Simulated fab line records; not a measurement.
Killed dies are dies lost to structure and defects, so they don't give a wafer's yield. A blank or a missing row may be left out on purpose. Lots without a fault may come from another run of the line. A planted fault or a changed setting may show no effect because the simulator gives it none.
What tool caused it? || flow berkeley cmos170 || 15 lots with 45 wafers sampled at 5 steps, on a route of 331 steps

== WHAT EACH GAUGE READ, for each wafer ==
UCB170_PWELL_OVL_MEAS_13. Usual: for PWELL_OVL the level is -1 nm and the standard deviation is 5.1.
{"lot": "L463", "measured": "day 3 09:28", "on": "overlay-01", "PWELL_OVL (nm)": "-2 1 0", "flag": ""}
{"lot": "L462", "measured": "day 3 10:31", "on": "overlay-02", "PWELL_OVL (nm)": "-3 6 -4", "flag": ""}
{"lot": "L461", "measured": "day 3 10:48", "on": "overlay-01", "PWELL_OVL (nm)": "-5 -14 -14", "flag": ""}
{"lot": "L465", "measured": "day 3 23:21", "on": "overlay-02", "PWELL_OVL (nm)": "-6 -4 -1", "flag": ""}
{"lot": "L466", "measured": "day 3 23:51", "on": "overlay-01", "PWELL_OVL (nm)": "-8 0 -1", "flag": ""}
{"lot": "L467", "measured": "day 4 00:05", "on": "overlay-02", "PWELL_OVL (nm)": "-3 -2 1", "flag": ""}
{"lot": "L468", "measured": "day 4 04:56", "on": "overlay-02", "PWELL_OVL (nm)": "1 1 -4", "flag": ""}
{"lot": "L469", "measured": "day 4 14:19", "on": "overlay-02", "PWELL_OVL (nm)": "1 -5 1", "flag": ""}
{"lot": "L471", "measured": "day 5 00:07", "on": "overlay-01", "PWELL_OVL (nm)": "-6 -3 -3", "flag": ""}
{"lot": "L472", "measured": "day 5 06:07", "on": "overlay-02", "PWELL_OVL (nm)": "4 7 -1", "flag": ""}
{"lot": "L475", "measured": "day 5 17:44", "on": "overlay-02", "PWELL_OVL (nm)": "7 -2 4", "flag": ""}
{"lot": "L477", "measured": "day 5 22:55", "on": "overlay-02", "PWELL_OVL (nm)": "-16 -14 -13", "flag": ""}
{"lot": "L480", "measured": "day 7 13:41", "on": "overlay-01", "PWELL_OVL (nm)": "-3 -4 -3", "flag": ""}
{"lot": "L483", "measured": "day 7 19:14", "on": "overlay-02", "PWELL_OVL (nm)": "-3 0 -4", "flag": ""}
{"lot": "L484", "measured": "day 8 07:31", "on": "overlay-01", "PWELL_OVL (nm)": "2 8 0", "flag": ""}

UCB170_PVT_TW_MEAS_09. Usual: for PVT_TW the level is 509 and the standard deviation is 3.2.
{"lot": "L463", "measured": "day 5 18:19", "on": "film metro-02", "PVT_TW": "514 511 512", "flag": ""}
{"lot": "L462", "measured": "day 5 18:17", "on": "film metro-04", "PVT_TW": "509 510 508", "flag": ""}
{"lot": "L461", "measured": "day 5 17:43", "on": "film metro-02", "PVT_TW": "513 515 511", "flag": ""}
{"lot": "L465", "measured": "day 6 10:23", "on": "film metro-04", "PVT_TW": "504 506 507", "flag": ""}
{"lot": "L466", "measured": "day 6 10:41", "on": "film metro-02", "PVT_TW": "509 509 511", "flag": ""}
{"lot": "L467", "measured": "day 6 18:11", "on": "film metro-03", "PVT_TW": "508 508 509", "flag": ""}
{"lot": "L468", "measured": "day 6 17:49", "on": "film metro-04", "PVT_TW": "507 504 506", "flag": ""}
{"lot": "L469", "measured": "day 7 10:58", "on": "film metro-03", "PVT_TW": "512 509 515", "flag": ""}
{"lot": "L471", "measured": "day 7 20:12", "on": "film metro-02", "PVT_TW": "513 512 515", "flag": ""}
{"lot": "L472", "measured": "day 8 03:33", "on": "film metro-04", "PVT_TW": "506 505 507", "flag": ""}
{"lot": "L475", "measured": "day 8 15:16", "on": "film metro-04", "PVT_TW": "630 629 628", "flag": "OFF"}
{"lot": "L477", "measured": "day 8 15:04", "on": "film metro-04", "PVT_TW": "628 622 624", "flag": "OFF"}
{"lot": "L480", "measured": "day 10 11:04", "on": "film metro-03", "PVT_TW": "633 632 633", "flag": "OFF"}
{"lot": "L483", "measured": "day 10 09:21", "on": "film metro-03", "PVT_TW": "510 511 510", "flag": ""}
{"lot": "L484", "measured": "day 10 16:25", "on": "film metro-04", "PVT_TW": "505 505 507", "flag": ""}

== WHAT TOOL EACH LOT RAN ON (gives the tool, then ch and the chambers of the sampled wafers, and finally the start) ==
{"lot": "L463", "UCB170_ACTIVE_ETCH_15": "rie diel-03 ch 0,2, day 4 12:18", "UCB170_PFIELD_STRIP_08": "plasma asher-01 ch 0,1, day 4 14:00", "UCB170_PVT_IMPLANT_07": "implanter-01 ch 0, day 5 18:05"}
{"lot": "L462", "UCB170_ACTIVE_ETCH_15": "rie diel-01 ch 0,2, day 4 12:25", "UCB170_PFIELD_STRIP_08": "plasma asher-02 ch 0,1, day 4 14:17", "UCB170_PVT_IMPLANT_07": "implanter-02 ch 0, day 5 18:02"}
{"lot": "L461", "UCB170_ACTIVE_ETCH_15": "rie diel-01 ch 1,2,3, day 4 12:01", "UCB170_PFIELD_STRIP_08": "plasma asher-02 ch 1, day 4 13:40", "UCB170_PVT_IMPLANT_07": "implanter-04 ch 0, day 5 17:29"}
{"lot": "L465", "UCB170_ACTIVE_ETCH_15": "rie diel-01 ch 0,3, day 5 01:16", "UCB170_PFIELD_STRIP_08": "plasma asher-02 ch 0,1, day 5 02:53", "UCB170_PVT_IMPLANT_07": "implanter-02 ch 0, day 6 10:08"}
{"lot": "L466", "UCB170_ACTIVE_ETCH_15": "rie diel-03 ch 0,1,3, day 5 01:29", "UCB170_PFIELD_STRIP_08": "plasma asher-01 ch 0,1, day 5 03:38", "UCB170_PVT_IMPLANT_07": "implanter-04 ch 0, day 6 10:28"}
{"lot": "L467", "UCB170_ACTIVE_ETCH_15": "rie diel-02 ch 0,1,2, day 5 06:53", "UCB170_PFIELD_STRIP_08": "plasma asher-03 ch 0,1, day 5 09:06", "UCB170_PVT_IMPLANT_07": "implanter-01 ch 0, day 6 17:56"}
{"lot": "L468", "UCB170_ACTIVE_ETCH_15": "rie diel-01 ch 0,2, day 5 07:10", "UCB170_PFIELD_STRIP_08": "plasma asher-01 ch 0,1, day 5 09:10", "UCB170_PVT_IMPLANT_07": "implanter-02 ch 0, day 6 17:35"}
{"lot": "L469", "UCB170_ACTIVE_ETCH_15": "rie diel-03 ch 0,1, day 5 13:05", "UCB170_PFIELD_STRIP_08": "plasma asher-01 ch 0,1, day 5 15:44", "UCB170_PVT_IMPLANT_07": "implanter-02 ch 0, day 7 10:44"}
{"lot": "L471", "UCB170_ACTIVE_ETCH_15": "rie diel-02 ch 0,2,3, day 6 04:11", "UCB170_PFIELD_STRIP_08": "plasma asher-03 ch 0,1, day 6 06:10", "UCB170_PVT_IMPLANT_07": "implanter-02 ch 0, day 7 19:58"}
{"lot": "L472", "UCB170_ACTIVE_ETCH_15": "rie diel-01 ch 0,1, day 6 13:16", "UCB170_PFIELD_STRIP_08": "plasma asher-03 ch 0,1, day 6 15:55", "UCB170_PVT_IMPLANT_07": "implanter-01 ch 0, day 8 03:18"}
{"lot": "L475", "UCB170_ACTIVE_ETCH_15": "rie diel-02 ch 0,1, day 7 07:00", "UCB170_PFIELD_STRIP_08": "plasma asher-02 ch 0,1, day 7 09:51", "UCB170_PVT_IMPLANT_07": "implanter-01 ch 0, day 8 14:26"}
{"lot": "L477", "UCB170_ACTIVE_ETCH_15": "rie diel-03 ch 0,1,2, day 7 07:06", "UCB170_PFIELD_STRIP_08": "plasma asher-01 ch 0,1, day 7 10:06", "UCB170_PVT_IMPLANT_07": "implanter-02 ch 0, day 8 14:13"}
{"lot": "L480", "UCB170_ACTIVE_ETCH_15": "rie diel-03 ch 0,2, day 9 04:34", "UCB170_PFIELD_STRIP_08": "plasma asher-02 ch 1, day 9 06:43", "UCB170_PVT_IMPLANT_07": "implanter-04 ch 0, day 10 10:31"}
{"lot": "L483", "UCB170_ACTIVE_ETCH_15": "rie diel-03 ch 2,3, day 9 04:25", "UCB170_PFIELD_STRIP_08": "plasma asher-01 ch 0,1, day 9 06:59", "UCB170_PVT_IMPLANT_07": "implanter-04 ch 0, day 10 09:07"}
{"lot": "L484", "UCB170_ACTIVE_ETCH_15": "rie diel-03 ch 1,2,3, day 9 12:55", "UCB170_PFIELD_STRIP_08": "plasma asher-01 ch 0,1, day 9 16:19", "UCB170_PVT_IMPLANT_07": "implanter-01 ch 0, day 10 16:10"}
- UCB170_ACTIVE_ETCH_15: etches Si3N4 in CH3F/Ar/O2, stops on SiO2, target depth 242 nm, time 151 s.
- UCB170_PFIELD_STRIP_08: strips in O2.
- UCB170_PVT_IMPLANT_07

== WHAT THE TOOLS THEMSELVES READ (means of the sampled wafers that have a number; where no wafer has one, the mark that the record gives instead) ==
UCB170_ACTIVE_ETCH_15. Usual: O2_flow_sccm 6.999 sccm, standard deviation 0.023; drypump motor current A 5.8 A, standard deviation 0.34; oes product au 0.945 a.u., standard deviation 0.015; rf fwd power W 448.7 W, standard deviation 1.3; throttle valve pct 8.07 %, standard deviation 0.15.
{"lot": "L463", "tool": "rie diel-03", "O2_flow_sccm (sccm)": 7.001, "drypump motor current A (A)": 5.7, "oes product au (a.u.)": 0.936, "rf fwd power W (W)": 449.4, "throttle valve pct (%)": 8.20, "flag": ""}
{"lot": "L462", "tool": "rie diel-01", "O2_flow_sccm (sccm)": 6.998, "drypump motor current A (A)": 5.8, "oes product au (a.u.)": 0.929, "rf fwd power W (W)": 449.6, "throttle valve pct (%)": 8.06, "flag": ""}
{"lot": "L461", "tool": "rie diel-01", "O2_flow_sccm (sccm)": 7.011, "drypump motor current A (A)": 5.7, "oes product au (a.u.)": 0.947, "rf fwd power W (W)": 448.7, "throttle valve pct (%)": 8.02, "flag": ""}
{"lot": "L465", "tool": "rie diel-01", "O2_flow_sccm (sccm)": 6.985, "drypump motor current A (A)": 5.7, "oes product au (a.u.)": 0.943, "rf fwd power W (W)": 450.3, "throttle valve pct (%)": 8.00, "flag": ""}
{"lot": "L466", "tool": "rie diel-03", "O2_flow_sccm (sccm)": 6.980, "drypump motor current A (A)": 5.8, "oes product au (a.u.)": 0.945, "rf fwd power W (W)": 448.4, "throttle valve pct (%)": 8.19, "flag": ""}
{"lot": "L467", "tool": "rie diel-02", "O2_flow_sccm (sccm)": 7.023, "drypump motor current A (A)": 5.7, "oes product au (a.u.)": 0.952, "rf fwd power W (W)": 449.0, "throttle valve pct (%)": 7.94, "flag": ""}
{"lot": "L468", "tool": "rie diel-01", "O2_flow_sccm (sccm)": 7.006, "drypump motor current A (A)": 5.9, "oes product au (a.u.)": 0.941, "rf fwd power W (W)": 447.3, "throttle valve pct (%)": 8.06, "flag": ""}
{"lot": "L469", "tool": "rie diel-03", "O2_flow_sccm (sccm)": 7.007, "drypump motor current A (A)": 6.0, "oes product au (a.u.)": 0.935, "rf fwd power W (W)": 447.8, "throttle valve pct (%)": 8.30, "flag": ""}
{"lot": "L471", "tool": "rie diel-02", "O2_flow_sccm (sccm)": 7.003, "drypump motor current A (A)": 5.7, "oes product au (a.u.)": 0.950, "rf fwd power W (W)": 449.9, "throttle valve pct (%)": 7.96, "flag": ""}
{"lot": "L472", "tool": "rie diel-01", "O2_flow_sccm (sccm)": 6.987, "drypump motor current A (A)": 5.8, "oes product au (a.u.)": 0.940, "rf fwd power W (W)": 448.9, "throttle valve pct (%)": 8.02, "flag": ""}
{"lot": "L475", "tool": "rie diel-02", "O2_flow_sccm (sccm)": 6.990, "drypump motor current A (A)": 6.0, "oes product au (a.u.)": 0.946, "rf fwd power W (W)": 447.4, "throttle valve pct (%)": 8.03, "flag": ""}
{"lot": "L477", "tool": "rie diel-03", "O2_flow_sccm (sccm)": 6.993, "drypump motor current A (A)": 5.9, "oes product au (a.u.)": 0.944, "rf fwd power W (W)": 449.3, "throttle valve pct (%)": 8.16, "flag": ""}
{"lot": "L480", "tool": "rie diel-03", "O2_flow_sccm (sccm)": 6.981, "drypump motor current A (A)": 5.6, "oes product au (a.u.)": 0.932, "rf fwd power W (W)": 448.3, "throttle valve pct (%)": 8.05, "flag": ""}
{"lot": "L483", "tool": "rie diel-03", "O2_flow_sccm (sccm)": 7.015, "drypump motor current A (A)": 5.4, "oes product au (a.u.)": 0.955, "rf fwd power W (W)": 449.1, "throttle valve pct (%)": 7.95, "flag": ""}
{"lot": "L484", "tool": "rie diel-03", "O2_flow_sccm (sccm)": 7.000, "drypump motor current A (A)": 5.7, "oes product au (a.u.)": 0.954, "rf fwd power W (W)": 448.7, "throttle valve pct (%)": 8.04, "flag": ""}

UCB170_PFIELD_STRIP_08. Usual: drypump motor current A 5.76 A, standard deviation 0.24; oes product au 0.735 a.u., standard deviation 0.0049; strip time to endpoint s 21.63 s, standard deviation 0.059.
{"lot": "L463", "tool": "plasma asher-01", "drypump motor current A (A)": 5.56, "oes product au (a.u.)": 0.729, "strip time to endpoint s (s)": 21.60, "flag": ""}
{"lot": "L462", "tool": "plasma asher-02", "drypump motor current A (A)": 5.69, "oes product au (a.u.)": 0.735, "strip time to endpoint s (s)": 21.66, "flag": ""}
{"lot": "L461", "tool": "plasma asher-02", "drypump motor current A (A)": 5.60, "oes product au (a.u.)": 0.741, "strip time to endpoint s (s)": 21.72, "flag": ""}
{"lot": "L465", "tool": "plasma asher-02", "drypump motor current A (A)": 5.69, "oes product au (a.u.)": 0.739, "strip time to endpoint s (s)": 21.68, "flag": ""}
{"lot": "L466", "tool": "plasma asher-01", "drypump motor current A (A)": 5.59, "oes product au (a.u.)": 0.736, "strip time to endpoint s (s)": 21.60, "flag": ""}
{"lot": "L467", "tool": "plasma asher-03", "drypump motor current A (A)": 6.07, "oes product au (a.u.)": 0.736, "strip time to endpoint s (s)": 21.67, "flag": ""}
{"lot": "L468", "tool": "plasma asher-01", "drypump motor current A (A)": 5.53, "oes product au (a.u.)": 0.737, "strip time to endpoint s (s)": 21.59, "flag": ""}
{"lot": "L469", "tool": "plasma asher-01", "drypump motor current A (A)": 5.57, "oes product au (a.u.)": 0.733, "strip time to endpoint s (s)": 21.59, "flag": ""}
{"lot": "L471", "tool": "plasma asher-03", "drypump motor current A (A)": 6.08, "oes product au (a.u.)": 0.734, "strip time to endpoint s (s)": 21.66, "flag": ""}
{"lot": "L472", "tool": "plasma asher-03", "drypump motor current A (A)": 6.07, "oes product au (a.u.)": 0.732, "strip time to endpoint s (s)": 21.61, "flag": ""}
{"lot": "L475", "tool": "plasma asher-02", "drypump motor current A (A)": 5.80, "oes product au (a.u.)": 0.738, "strip time to endpoint s (s)": 21.66, "flag": ""}
{"lot": "L477", "tool": "plasma asher-01", "drypump motor current A (A)": 5.52, "oes product au (a.u.)": 0.736, "strip time to endpoint s (s)": 21.68, "flag": ""}
{"lot": "L480", "tool": "plasma asher-02", "drypump motor current A (A)": 5.59, "oes product au (a.u.)": 0.737, "strip time to endpoint s (s)": 21.54, "flag": ""}
{"lot": "L483", "tool": "plasma asher-01", "drypump motor current A (A)": 5.53, "oes product au (a.u.)": 0.735, "strip time to endpoint s (s)": 21.59, "flag": ""}
{"lot": "L484", "tool": "plasma asher-01", "drypump motor current A (A)": 5.58, "oes product au (a.u.)": 0.732, "strip time to endpoint s (s)": 21.58, "flag": ""}

== THE ANSWER, worked out from the rows above alone ==
Rule: lot off if the mean of its wafers having a number is beyond 3 standard deviations from the usual mean. A lot without any number at a reading at which 4 lots or more have one is off too. Where the step has rows for the other lots, those lots are counted as sound. The gauges are gone through in route order, then the tools' own readings, and for those a lot's mean is taken as printed above. The first step at which some lot is off is used, and at that step the reading that is off furthest; a lot without a number counts as furthest.
Off: L475, L477, L480, at UCB170_PVT_TW_MEAS_09 (PVT_TW).
If a tool, at a process step before that reading, ran all the lots that are off and no sound lot after the first of them, it fits. Gauges at UCB170_PVT_TW_MEAS_09: tried the same way as those tools. Of those tried, none fits.

== WHAT THE SIMULATOR PUT IN ==
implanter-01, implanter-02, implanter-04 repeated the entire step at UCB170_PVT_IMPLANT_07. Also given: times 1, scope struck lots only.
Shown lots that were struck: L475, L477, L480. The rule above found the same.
